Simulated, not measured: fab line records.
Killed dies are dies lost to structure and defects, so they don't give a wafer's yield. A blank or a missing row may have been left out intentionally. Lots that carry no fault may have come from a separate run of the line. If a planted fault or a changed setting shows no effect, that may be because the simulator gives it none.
Which tool was responsible? :: flow berkeley-cmos170 :: 42 wafers from 14 lots sampled at 2 of the route's 331 steps

## WHAT THE GAUGES SHOWED, per wafer
UCB170_V1_CD_MEAS_12 targets a cd of 700 nm. Usual: 700.3 nm for cd-nm, sd 1.4.
lot: L358
measured: day 7 05:22
on: cd-sem-01
cd-nm (nm): 698.9 699.6 698.5
flag: 

lot: L357
measured: day 7 05:35
on: cd-sem-02
cd-nm (nm): 702.7 701.4 703.5
flag: 

lot: L359
measured: day 7 09:36
on: cd-sem-01
cd-nm (nm): 701.2 699.7 699.4
flag: 

lot: L361
measured: day 8 05:01
on: cd-sem-02
cd-nm (nm): 703.9 703.9 702.1
flag: 

lot: L362
measured: day 8 05:18
on: cd-sem-01
cd-nm (nm): 699.2 698.3 699.2
flag: 

lot: L363
measured: day 8 14:11
on: cd-sem-01
cd-nm (nm): 699.6 700.0 701.3
flag: 

lot: L364
measured: day 9 05:37
on: cd-sem-01
cd-nm (nm): 700.3 700.4 698.7
flag: 

lot: L367
measured: day 9 07:28
on: cd-sem-01
cd-nm (nm): 700.1 699.6 700.0
flag: 

lot: L365
measured: day 9 07:33
on: cd-sem-02
cd-nm (nm): 699.3 701.6 700.2
flag: 

lot: L372
measured: day 10 14:00
on: cd-sem-01
cd-nm (nm): 699.2 698.3 698.7
flag: 

lot: L373
measured: day 10 14:05
on: cd-sem-02
cd-nm (nm): 695.9 696.8 696.1
flag: 

lot: L371
measured: day 10 14:44
on: cd-sem-02
cd-nm (nm): 696.4 697.4 697.4
flag: 

lot: L374
measured: day 10 16:11
on: cd-sem-02
cd-nm (nm): 701.0 700.7 701.3
flag: 

lot: L380
measured: day 11 23:00
on: cd-sem-01
cd-nm (nm): 700.6 700.5 700.9
flag: 

## TOOL THAT RAN EACH LOT (tool first, then ch and the chambers of the sampled wafers, then the start)
lot: L358
UCB170_V1_PEB_10: litho-track-02 ch 0, day 7 05:02

lot: L357
UCB170_V1_PEB_10: litho-track-04 ch 0, day 7 05:20

lot: L359
UCB170_V1_PEB_10: litho-track-03 ch 0, day 7 09:20

lot: L361
UCB170_V1_PEB_10: litho-track-04 ch 0, day 8 04:42

lot: L362
UCB170_V1_PEB_10: litho-track-03 ch 0, day 8 05:02

lot: L363
UCB170_V1_PEB_10: litho-track-03 ch 0, day 8 13:55

lot: L364
UCB170_V1_PEB_10: litho-track-03 ch 0, day 9 05:20

lot: L367
UCB170_V1_PEB_10: litho-track-03 ch 0, day 9 07:11

lot: L365
UCB170_V1_PEB_10: litho-track-02 ch 0, day 9 07:17

lot: L372
UCB170_V1_PEB_10: litho-track-04 ch 0, day 10 13:44

lot: L373
UCB170_V1_PEB_10: litho-track-02 ch 0, day 10 13:49

lot: L371
UCB170_V1_PEB_10: litho-track-02 ch 0, day 10 14:21

lot: L374
UCB170_V1_PEB_10: litho-track-03 ch 0, day 10 15:55

lot: L380
UCB170_V1_PEB_10: litho-track-04 ch 0, day 11 22:43
- UCB170_V1_PEB_10

## WHAT THE TOOLS THEMSELVES READ (means of the sampled wafers that have a number; where no wafer has one, the mark that the record gives instead)
UCB170_V1_PEB_10. Usual: heater-power-total-W 56.80 W, standard deviation 0.048; plate-temp-C 130.00 C, standard deviation 0.13.
lot: L358
tool: litho-track-02
heater-power-total-W (W): 56.80
plate-temp-C (C): 129.98
flag: 

lot: L357
tool: litho-track-04
heater-power-total-W (W): 56.82
plate-temp-C (C): 130.06
flag: 

lot: L359
tool: litho-track-03
heater-power-total-W (W): 56.80
plate-temp-C (C): 130.03
flag: 

lot: L361
tool: litho-track-04
heater-power-total-W (W): 56.82
plate-temp-C (C): 130.01
flag: 

lot: L362
tool: litho-track-03
heater-power-total-W (W): 56.81
plate-temp-C (C): 129.97
flag: 

lot: L363
tool: litho-track-03
heater-power-total-W (W): 56.81
plate-temp-C (C): 130.04
flag: 

lot: L364
tool: litho-track-03
heater-power-total-W (W): 56.81
plate-temp-C (C): 129.95
flag: 

lot: L367
tool: litho-track-03
heater-power-total-W (W): 56.78
plate-temp-C (C): 130.06
flag: 

lot: L365
tool: litho-track-02
heater-power-total-W (W): 56.80
plate-temp-C (C): 130.04
flag: 

lot: L372
tool: litho-track-04
heater-power-total-W (W): 56.81
plate-temp-C (C): 129.91
flag: 

lot: L373
tool: litho-track-02
heater-power-total-W (W): 58.08
plate-temp-C (C): -
flag: OFF

lot: L371
tool: litho-track-02
heater-power-total-W (W): 58.06
plate-temp-C (C): -
flag: OFF

lot: L374
tool: litho-track-03
heater-power-total-W (W): 56.81
plate-temp-C (C): 129.73
flag: 

lot: L380
tool: litho-track-04
heater-power-total-W (W): 56.79
plate-temp-C (C): 129.83
flag: 

## THE ANSWER, worked out from the rows above alone
Rule: take the mean of a lot's wafers that have a number; if it is more than 3 standard deviations from the usual mean, the lot is off. Also off: a lot with no number at a reading for which 4 or more lots have one. Any other lot the step has rows for is counted as sound. After the gauges, taken in route order, come the tools' own readings; for these a lot's mean is taken, as printed above. At the first step where some lot is off, the reading lying furthest off is the one used; lots without a number count as furthest.
Off at UCB170_V1_PEB_10 (plate-temp-C): L373, L371. Without a number there: L373, L371.
A tool fits if, at that step or a process step before it, it ran every lot that is off, and no sound lot after the first of them. One fits: litho-track-02 at UCB170_V1_PEB_10. A fault onset in the window from L365 (day 9 07:17, its last sound lot) to L373 (day 10 13:49, its first lot off) fits.
On the lots that are off, the tool's own readings at UCB170_V1_PEB_10 differ by more than 5 times the standard deviation of the sound lots' means, which bears it out; heater-power-total-W reads 58.07 W there versus 56.80 W on the sound lots.
Blank at UCB170_V1_PEB_10 on the lots that are off, where sound lots have numbers: plate-temp-C.

## WHAT THE SIMULATOR PUT IN
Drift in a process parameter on litho-track-02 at UCB170_V1_PEB_10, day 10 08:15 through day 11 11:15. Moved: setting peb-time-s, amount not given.
Lots struck among those shown: L373, L371. Same finding as the rule above.
